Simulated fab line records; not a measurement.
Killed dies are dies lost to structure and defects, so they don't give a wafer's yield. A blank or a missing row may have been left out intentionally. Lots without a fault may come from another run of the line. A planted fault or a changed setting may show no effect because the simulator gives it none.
A struck lot beside a sound one :: flow rit cmos :: 17 steps out of a route of 202
Sound: these wafers, L806.2, L806.5, L806.6. Struck: wafer L818.1. (L818.2, L818.6 of the same lot were not struck and are left out.) The cause comes at the end.
Order at every step that has rows: each side's tool, ch and its chambers, its first start. Under that, the readings that differ: sound wafers :: struck wafers :: difference of the means :: sigmas: that difference in standard deviations of wafers without a fault.
alike: same words and numbers on both sides, and readings whose means sit less than 2 such deviations apart. not compared: any withheld reading, any reading some wafer has no value for, any bound like >300 that may hide the same value, and any number with overlapping values for which the record gives no deviation.
The two part at a step that has a row with sigmas, a row that says differs or no value, or rows on one side only. Numbers that don't overlap but have no deviation are shown without sigmas and don't part them. Lack of a reading on every wafer of one side parts them only where that side has two or more wafers.

first, 1 step without rows for these wafers: RIT_PSD_IMPLANT_08.
RIT_PSD_STRIP_09: strips in O2, time 180 s.
  sound on plasma asher-04 ch 0,1, day 3 07:23; struck on plasma asher-01 ch 1, day 5 21:38
  alike: drypump motor current A
  not compared: rf hours counter h
RIT_PSD_TW_MEAS_10:
  sound: film metro-04 at day 3 07:34; struck: film metro-04 at day 5 21:49
  alike: PSD_TW
then, 3 steps without rows for these wafers: RIT_SDANNEAL_CLEAN_00 (cleans in SC1, time 600 s); RIT_SDANNEAL_CLEAN_01 (cleans in dHF, time 29.45 s); RIT_SDANNEAL_CLEAN_02 (cleans in SC2, time 600 s).
RIT_SDANNEAL_RTA_03: time 5 s.
  sound on rtp anneal-02 ch 0, day 3 08:02; struck on rtp anneal-02 ch 0, day 5 22:14
  alike: ramp up c per s, wafer_temp_C_max
RIT_SDANNEAL_RS_MEAS_04: measures by four-point-probe.
  sound: film metro-03 at day 3 08:06; struck: film metro-03 at day 5 22:17
  alike: PSD_RS
RIT_SDANNEAL_RS_MEAS_05: measures by four-point-probe.
  sound: film metro-03 at day 3 08:13; struck: film metro-03 at day 5 22:25
  alike: NSD_RS
RIT_SDANNEAL_RS_MEAS_06: measures by four-point-probe.
  sound: film metro-03 at day 3 08:20; struck: film metro-03 at day 5 22:32
  alike: PLDD_RS
RIT_SDANNEAL_RS_MEAS_07: measures by four-point-probe.
  sound: film metro-03 at day 3 08:28; struck: film metro-03 at day 5 22:39
  alike: NLDD_RS
then, 1 step without rows for these wafers: RIT_SILICIDE_WET_ETCH_00 (etches SiO2 in BOE, target depth 14 nm, time 15 s).
RIT_SILICIDE_SPUTTER_01: material Ti, target thk 30 nm, time 240 s.
  sound: pvd sputter-03 at day 3 08:34; struck: pvd sputter-03 at day 5 22:47
reading: model.Ti_of_SILICIDE_SPUTTER_01.thk nm (nm)
sound: 30.53 30.66 30.38
struck: 27.65
difference: -2.87
sigmas: 
  alike: throttle valve pct
RIT_SILICIDE_RS_MEAS_02: measures by four-point-probe.
  sound: film metro-01 at day 3 08:44; struck: film metro-01 at day 5 23:13
reading: SILICIDE_TI_RS (ohm/sq)
sound: 46.8 46.6 47.2
struck: 53.5
difference: +6.6
sigmas: +9
  not compared: hold
RIT_SILICIDE_THK_MEAS_03: measures by xrf.
  sound: film metro-01 at day 3 08:51; struck: film metro-01 at day 6 06:25
reading: SILICIDE_TI_THK (nm)
sound: 30.5 30.6 30.3
struck: 27.3
difference: -3.2
sigmas: -7
  not compared: hold
RIT_SILICIDE_RTA_04: time 10 s, ramp up 5 s, ramp down 5 s.
  sound on rtp anneal-01 ch 0, day 3 08:55; struck on rtp anneal-01 ch 0, day 6 08:00
reading: hold
sound: - - -
struck: await dispo/1.5h/release
difference: no value on the sound wafers
sigmas: 
  alike: wafer_temp_C_max
RIT_M1_PROBE_99:
  sound: prober-02 at day 3 15:37; struck: prober-01 at day 6 14:30
  alike: killed at front end, killed dies, killed open, killed short

== WHERE THEY PART ==
Last at RIT_SILICIDE_RTA_04 as far as this record goes, first at RIT_SILICIDE_RS_MEAS_02. Later steps at which nothing parts them and some readings are alike: RIT_M1_PROBE_99.

WHY: what had been put in by the simulator
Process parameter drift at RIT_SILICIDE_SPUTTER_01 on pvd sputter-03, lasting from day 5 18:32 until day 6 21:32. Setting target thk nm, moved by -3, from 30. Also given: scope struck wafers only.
